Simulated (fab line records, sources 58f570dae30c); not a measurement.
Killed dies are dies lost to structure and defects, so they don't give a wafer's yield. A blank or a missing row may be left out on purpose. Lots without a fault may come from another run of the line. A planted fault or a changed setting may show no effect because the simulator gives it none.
fab line records | flow berkeley_cmos170
record lots=6 wafers=18 last_day=11
route steps=331 shown M3@309
lots that met no fault: from a run of the same line without faults
start_h: hours from the record's first day to the start of the lot's first wafer shown | wait_h: hours since the lot's step before | " the same as in the row above | L1.1+2: a row that stands for several wafers | - no value, or no start given | * or withheld: withheld | < > ~ a bound
route shown NAME@n: a module of which the file shows steps, and the number in the route of the first | usual: mean/standard deviation of fault-free wafers | same: alike in all rows | chamber/n: place in a boat | sites: the reading at each site | _std_site: their standard deviation | _edge_site: outer sites' mean less inner sites' | radius_mm: how far each site lies from the wafer's centre | mask NAME#n: copy n | behind: the tool/chamber that last shaped the wafer | hold: why the lot was held/for how many hours/how that ended | device: the transistor (n, p or np) that didn't switch | end of line: the same wafers' tests at the end of the route | a step without rows: its recipe alone | killed: dies lost to structure and defects at the first sort, not the wafer's yield | map: a wafer's dies, x killed, . not, _ none there
set.NAME: the setting as run; set.NAME@STEP: as run at that earlier step | model.NAME: the simulator's own value behind a step, which no gauge read
lots at some steps of the route; a table a step, a row a wafer
services: from which hour (start_h, from the record's first day; less than 0 if before it) a tool's chamber was out of use, for how many hours, and why
## steps
# step UCB170_M3_PRE_CLEAN_00
# recipe gas=Ar preclean_etch_time_s=60
# step UCB170_M3_SPUTTER_01
# recipe material=Al target_thk_nm=900 time_s=120 power_w=6000 chamber_pressure_pa=0.5
# usual cathode_dc_power_W=6000.0/1 throttle_valve_pct=30.0/0.65
# columns lot.wafer tool chamber start_h wait_h cathode_dc_power_W throttle_valve_pct
L758.3 pvd_sputter-03 - 168.83 0.0 5999.9 29.7
L758.4 " - " " 6002.5 30.9
L758.5 " - " " 5998.9 29.9
L757.1 pvd_sputter-04 - 170.22 0.0 5998.9 30.2
L757.3 " - " " 5999.9 29.3
L757.4 " - " " 6000.6 29.8
L769.2 pvd_sputter-04 - 241.33 0.0 6000.7 29.3
L769.4 " - " " 5998.9 30.2
L769.5 " - " " 6000.6 29.1
L774.2 pvd_sputter-02 - 250.40 0.0 6002.3 30.9
L774.4 " - " " 5999.2 29.2
L774.5 " - " " 5998.6 29.2
L777.1 pvd_sputter-04 - 254.62 0.0 5999.0 29.1
L777.3 " - " " 5999.1 29.9
L777.6 " - " " 5998.7 30.6
L778.1 pvd_sputter-03 - 258.49 0.0 5998.5 30.6
L778.4 " - " " 5998.4 30.7
L778.5 " - " " 6001.6 30.6
# step UCB170_M3_RS_MEAS_02
# recipe thk_meas_gauge=four-point-probe reads=Al_of_M3_SPUTTER_01
# usual M3_AL_RS=0.0322/0.00032
# columns lot.wafer tool chamber start_h wait_h M3_AL_RS[ohm/sq]
L758.3 film_metro-01 - 168.96 0.1 0.0322
L758.4 " - " " 0.0321
L758.5 " - " " 0.0321
L757.1 film_metro-04 - 170.30 0.0 0.0320
L757.3 " - " " 0.0320
L757.4 " - " " 0.0321
L769.2 film_metro-04 - 241.43 0.1 0.0318
L769.4 " - " " 0.0319
L769.5 " - " " 0.0316
L774.2 film_metro-01 - 250.50 0.1 0.0325
L774.4 " - " " 0.0320
L774.5 " - " " 0.0320
L777.1 film_metro-03 - 254.71 0.0 0.0322
L777.3 " - " " 0.0321
L777.6 " - " " 0.0322
L778.1 film_metro-04 - 258.58 0.0 0.0327
L778.4 " - " " 0.0329
L778.5 " - " " 0.0328
# step UCB170_M3_THK_MEAS_03
# recipe thk_meas_gauge=xrf reads=Al_of_M3_SPUTTER_01
# usual M3_AL_THK=895/9.9
# columns lot.wafer tool chamber start_h wait_h M3_AL_THK[nm]
L758.3 film_metro-01 - 169.06 0.1 894
L758.4 " - " " 893
L758.5 " - " " 893
L757.1 film_metro-04 - 170.42 0.1 895
L757.3 " - " " 900
L757.4 " - " " 899
L769.2 film_metro-04 - 241.54 0.1 909
L769.4 " - " " 910
L769.5 " - " " 917
L774.2 film_metro-01 - 250.61 0.1 891
L774.4 " - " " 900
L774.5 " - " " 897
L777.1 film_metro-03 - 254.83 0.1 899
L777.3 " - " " 900
L777.6 " - " " 898
L778.1 film_metro-04 - 258.70 0.1 881
L778.4 " - " " 879
L778.5 " - " " 880
# step UCB170_M3_HMDS_04
# recipe prime_time_s=60 prime_temp_c=100
# step UCB170_M3_COAT_05
# recipe resist=KrF spin_rpm=1500 resist_thk_nm=900
# step UCB170_M3_SOFTBAKE_06
# recipe resist=KrF temp_c=130 time_s=60
# step UCB170_M3_STRIP_07
# recipe chemistry=O2 power_w=400 pressure_mtorr=3500 platen_temp_c=withheld o2_flow_sccm=400 overash_fraction=0.5
# usual drypump_motor_current_A=5.9/0.42 oes_product_au=0.735/0.0048 strip_time_to_endpoint_s=21.96/0.058
# columns lot.wafer tool chamber start_h wait_h drypump_motor_current_A oes_product_au rf_hours_counter_h strip_time_to_endpoint_s
L758.3 plasma_asher-02 0 170.34 0.1 5.1 0.741 - 22.01
L758.4 " 1 " " 5.9 0.735 - 21.98
L758.5 " 0 " " 5.1 0.734 - 21.97
L757.1 plasma_asher-04 1 171.75 0.1 6.3 0.741 48 21.97
L757.3 " 1 " " 6.3 0.738 - 21.98
L757.4 " 0 " " 6.0 0.732 - 21.90
L769.2 plasma_asher-02 1 242.04 0.1 5.9 0.734 55 22.07
L769.4 " 0 " " 5.1 0.729 - 22.03
L769.5 " 1 " " 5.9 0.726 - 22.03
L774.2 plasma_asher-04 1 251.53 0.1 6.3 0.727 54 22.01
L774.4 " 1 " " 6.3 0.737 - 22.04
L774.5 " 0 " " 6.1 0.733 - 21.97
L777.1 plasma_asher-04 1 255.34 0.1 6.3 0.727 54 21.99
L777.3 " 0 " " 6.0 0.734 - 21.93
L777.6 " 1 " " 6.3 0.734 - 21.98
L778.1 plasma_asher-04 1 259.21 0.1 6.3 0.736 55 21.98
L778.4 " 0 " " 6.0 0.740 - 21.97
L778.5 " 1 " " 6.3 0.730 - 22.01
# step UCB170_M3_STRIP_08
# recipe chemistry=DMSO temp_c=80 time_s=600 material=KrF
# step UCB170_M3_COAT_09
# recipe resist=BARC temp_c=withheld time_s=withheld spin_rpm=3000 resist_thk_nm=withheld
# step UCB170_M3_COAT_10
# recipe resist=KrF spin_rpm=1500 resist_thk_nm=900
# step UCB170_M3_SOFTBAKE_11
# recipe resist=KrF temp_c=130 time_s=60
# step UCB170_M3_EXPOSE_12
# recipe mask_id=METAL3 target_cd_nm=700 na=0.5 sigma_outer=0.6 source_shape=conventional dose_mj=26
# usual exposure_dose_mJ_cm2=26.06/0.13
# columns lot.wafer tool chamber start_h wait_h mask exposure_dose_mJ_cm2
L758.3 krf_scanner-02 0 172.81 - METAL3#0 25.96
L758.4 " 0 " " METAL3#0 25.97
L758.5 " 0 " " METAL3#0 25.96
L757.1 krf_scanner-01 0 174.27 - METAL3#0 25.97
L757.3 " 0 " " METAL3#0 25.96
L757.4 " 0 " " METAL3#0 25.98
L769.2 krf_scanner-02 0 242.91 - METAL3#0 27.30
L769.4 " 0 " " METAL3#0 27.28
L769.5 " 0 " " METAL3#0 27.25
L774.2 krf_scanner-02 0 253.07 - METAL3#0 27.02
L774.4 " 0 " " METAL3#0 27.04
L774.5 " 0 " " METAL3#0 26.98
L777.1 krf_scanner-01 0 257.00 - METAL3#0 26.29
L777.3 " 0 " " METAL3#0 26.27
L777.6 " 0 " " METAL3#0 26.30
L778.1 krf_scanner-01 0 259.95 - METAL3#0 26.26
L778.4 " 0 " " METAL3#0 26.21
L778.5 " 0 " " METAL3#0 26.24
# step UCB170_M3_PEB_13
# recipe peb_temp_c=130 peb_time_s=withheld resist=KrF
# step UCB170_M3_DEVELOP_14
# recipe developer=TMAH develop_time_s=45 resist=KrF dev_temp_c=21
# step UCB170_M3_CD_MEAS_15
# recipe target_cd_nm=700
# usual cd_nm=700.3/1.3
# columns lot.wafer tool chamber start_h wait_h cd_nm
L758.3 cd_sem-02 - 173.36 - 701.4
L758.4 " - " " 701.7
L758.5 " - " " 701.1
L757.1 cd_sem-01 - 175.65 - 701.3
L757.3 " - " " 703.1
L757.4 " - " " 702.2
L769.2 cd_sem-02 - 243.31 - 692.3
L769.4 " - " " 690.7
L769.5 " - " " 692.2
L774.2 cd_sem-01 - 253.87 - 693.9
L774.4 " - " " 695.2
L774.5 " - " " 693.4
L777.1 cd_sem-02 - 257.60 - 701.5
L777.3 " - " " 700.7
L777.6 " - " " 701.0
L778.1 cd_sem-02 - 260.34 - 699.4
L778.4 " - " " 699.2
L778.5 " - " " 699.9
# step UCB170_M3_OVL_MEAS_16
# usual M3_OVL=-1/6
# columns lot.wafer tool chamber start_h wait_h M3_OVL[nm]
L758.3 overlay-02 - 173.45 0.1 3
L758.4 " - " " 1
L758.5 " - " " 0
L757.1 overlay-01 - 175.77 0.1 -1
L757.3 " - " " -7
L757.4 " - " " -5
L769.2 overlay-01 - 243.41 0.1 -3
L769.4 " - " " -10
L769.5 " - " " -7
L774.2 overlay-02 - 253.98 0.1 13
L774.4 " - " " 2
L774.5 " - " " 2
L777.1 overlay-01 - 257.72 0.1 8
L777.3 " - " " 0
L777.6 " - " " 11
L778.1 overlay-02 - 260.46 0.1 -2
L778.4 " - " " -7
L778.5 " - " " 0
# step UCB170_M3_ETCH_17
# recipe chemistry=N2/H2 target_depth_a=withheld overetch_a=withheld target=BARC time_s=withheld source_w=500 bias_w=100 pressure_mtorr=30 n2_flow_sccm=100 h2_flow_sccm=200
# usual bias_w=100.0/0.31 drypump_motor_current_A=5.6/0.39 oes_product_au=0.990/0.011 throttle_valve_pct=13.30/0.18
# columns lot.wafer tool chamber start_h wait_h bias_w drypump_motor_current_A oes_product_au throttle_valve_pct model.M3.cd_nm
L758.3 rie_diel-01 3 173.48 0.0 99.6 5.7 0.974 13.51 701.6
L758.4 " 0 " " 100.4 4.8 0.987 13.01 702
L758.5 " 2 " " 100.1 5.7 0.987 13.67 701
L757.1 rie_diel-02 0 175.81 0.0 100.4 5.3 0.988 13.15 701.4
L757.3 " 3 " " 100.2 6.0 0.992 13.34 702.7
L757.4 " 1 " " 99.5 6.3 0.992 13.43 702.8
L769.2 rie_diel-01 2 243.44 0.0 100.0 5.7 0.984 13.64 691.8
L769.4 " 3 " " 100.0 5.7 0.982 13.51 690.9
L769.5 " 1 " " 99.7 5.4 0.998 13.23 691.6
L774.2 rie_diel-01 2 254.01 0.0 99.8 5.7 0.989 13.66 693.9
L774.4 " 0 " " 99.8 4.7 0.992 13.03 694.9
L774.5 " 3 " " 99.8 5.8 0.976 13.50 693.8
L777.1 rie_diel-01 0 257.75 0.0 100.0 4.8 0.981 13.03 701.7
L777.3 " 3 " " 100.5 5.7 0.978 13.50 700.4
L777.6 " 0 " " 99.7 4.8 0.987 13.03 701.2
L778.1 rie_diel-03 0 260.49 0.0 99.9 5.2 0.977 13.27 699.2
L778.4 " 3 " " 100.1 5.3 0.998 13.22 699.5
L778.5 " 1 " " 100.0 5.9 0.984 13.22 699.5
# step UCB170_M3_METAL_ETCH_18
# recipe chemistry=Cl2/BCl3 target=Al stop_on=SiO2 pressure_mtorr=12 target_depth_a=11700 over_etch_frac=0.3 time_s=195 icp_w=600 bias_w=120 Cl2_flow_sccm=90 bcl3_flow_sccm=45
# usual bias_w=120.0/0.33 drypump_motor_current_A=5.6/0.34 mfc_cl2_sccm=90.00/0.26 oes_product_au=0.853/0.015 throttle_valve_pct=24.35/0.13
# same over_etch_frac=0.3
# columns lot.wafer tool chamber start_h wait_h bias_w drypump_motor_current_A mfc_cl2_sccm oes_product_au rf_hours_counter_h throttle_valve_pct model.M3.cd_nm
L758.3 rie_metal-04 1 173.58 - 121.1 5.7 90.04 0.863 - 24.19 701
L758.4 " 0 " " 120.4 5.4 90.18 0.869 - 24.36 702.9
L758.5 " 1 " " 120.3 5.7 90.15 0.858 - 24.20 702.6
L757.1 rie_metal-02 1 175.85 - 120.1 5.5 90.35 0.855 4.7 24.26 699.3
L757.3 " 1 " " 120.1 5.4 89.97 0.850 - 24.27 702.2
L757.4 " 0 " " 120.0 5.6 89.80 0.878 - 24.36 705.7
L769.2 rie_metal-02 1 243.48 - 119.9 5.4 90.69 0.865 5.9 24.25 694.5
L769.4 " 0 " " 120.0 5.6 90.12 0.887 - 24.36 696
L769.5 " 0 " " 120.7 5.6 90.41 0.882 - 24.37 695.3
L774.2 rie_metal-01 1 254.05 - 119.9 5.2 89.91 0.846 10.1 24.61 690.8
L774.4 " 1 " " 120.5 5.2 89.89 0.847 - 24.60 692.5
L774.5 " 1 " " 120.3 5.2 90.16 0.848 - 24.61 689.6
L777.1 rie_metal-02 0 257.79 - 120.0 5.6 89.99 0.870 8.3 24.37 702.9
L777.3 " 0 " " 119.8 5.7 89.80 0.876 - 24.37 701.8
L777.6 " 0 " " 120.0 5.6 90.01 0.880 - 24.36 700.2
L778.1 rie_metal-04 0 260.54 - 120.1 5.4 89.72 0.859 11.5 24.38 702.6
L778.4 " 1 " " 120.0 5.7 89.55 0.846 - 24.22 701.4
L778.5 " 0 " " 120.2 5.4 90.00 0.863 - 24.37 701.8
# step UCB170_M3_STRIP_19
# recipe chemistry=O2 power_w=400 pressure_mtorr=3500 platen_temp_c=withheld o2_flow_sccm=400 overash_fraction=0.5
# usual drypump_motor_current_A=5.9/0.39 oes_product_au=0.541/0.013
# columns lot.wafer tool chamber start_h wait_h drypump_motor_current_A oes_product_au rf_hours_counter_h
L758.3 plasma_asher-01 1 173.74 0.1 5.9 0.536 -
L758.4 " 0 " " 6.3 0.540 -
L758.5 " 0 " " 6.3 0.546 -
L757.1 plasma_asher-01 0 176.04 0.1 6.3 0.534 39
L757.3 " 0 " " 6.3 0.537 -
L757.4 " 1 " " 5.9 0.538 -
L769.2 plasma_asher-01 1 243.67 0.1 5.9 0.534 49
L769.4 " 1 " " 5.9 0.527 -
L769.5 " 0 " " 6.3 0.538 -
L774.2 plasma_asher-01 1 254.24 0.1 5.9 0.520 50
L774.4 " 0 " " 6.3 0.521 -
L774.5 " 0 " " 6.3 0.519 -
L777.1 plasma_asher-01 1 257.98 0.1 5.9 0.545 50
L777.3 " 1 " " 5.9 0.536 -
L777.6 " 0 " " 6.3 0.543 -
L778.1 plasma_asher-02 0 260.72 0.1 5.1 0.553 58
L778.4 " 1 " " 5.9 0.553 -
L778.5 " 0 " " 5.1 0.550 -
## services
# columns tool chamber start_h hours kind
plasma_asher-02 - 145.97 2.8 pm
krf_scanner-01 - 155.98 3.5 repair
krf_scanner-01 - 166.39 1.0 pm
rie_metal-04 - 167.86 0.4 repair
rie_metal-01 1 178.62 1.4 repair
krf_scanner-01 - 181.32 3.1 repair
plasma_asher-04 - 190.74 28.1 pm
krf_scanner-02 - 195.27 1.0 pm
krf_scanner-02 - 198.70 0.8 pm
rie_diel-01 2 199.99 2.4 repair
krf_scanner-01 0 203.26 - calibration
rie_diel-01 1 205.51 33.8 repair
rie_metal-02 - 207.08 14.6 pm
rie_metal-04 1 207.77 5.2 repair
krf_scanner-01 - 212.41 1.3 pm
krf_scanner-01 - 212.52 - calibration
pvd_sputter-03 - 217.23 2.0 repair
krf_scanner-02 - 229.85 1.3 pm
krf_scanner-02 0 236.85 - calibration
rie_diel-02 - 241.82 2.8 pm
rie_diel-01 1 243.74 23.5 repair
krf_scanner-01 - 250.99 4.4 pm
rie_metal-04 0 251.92 8.5 repair
rie_diel-03 2 259.46 6.5 repair
## key
first_sign step=UCB170_M3_EXPOSE_12 reading=exposure_dose_mJ_cm2 direction=up sigmas=8.2 usual=26.06 struck=27.15
effect step=UCB170_M3_CD_MEAS_15 reading=cd_nm direction=down sigmas=5.5 usual=700.3 struck=692.9 through=control_loop
model_effect step=UCB170_M3_ETCH_17 value=M3.cd_nm without=700.6 struck=692.8
model_effect step=UCB170_M3_METAL_ETCH_18 value=M3.cd_nm without=700.9 struck=693.1
met_at UCB170_M3_EXPOSE_12
struck_wafers L769.2,L769.4,L769.5,L774.2,L774.4,L774.5
loop_trim step=UCB170_M3_EXPOSE_12 setting=dose lots=L774
onset_between 172.81 242.91
fault kind=process_parameter_drift tool=krf_scanner-02 chamber=- onset_h=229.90 steps=UCB170_M3_EXPOSE_12 channel=dose_mj offset=1.3149 shape=step acts_in=these_recipes_only stated=26
# loop_trim: a control loop set the setting to another value than it would have without faults
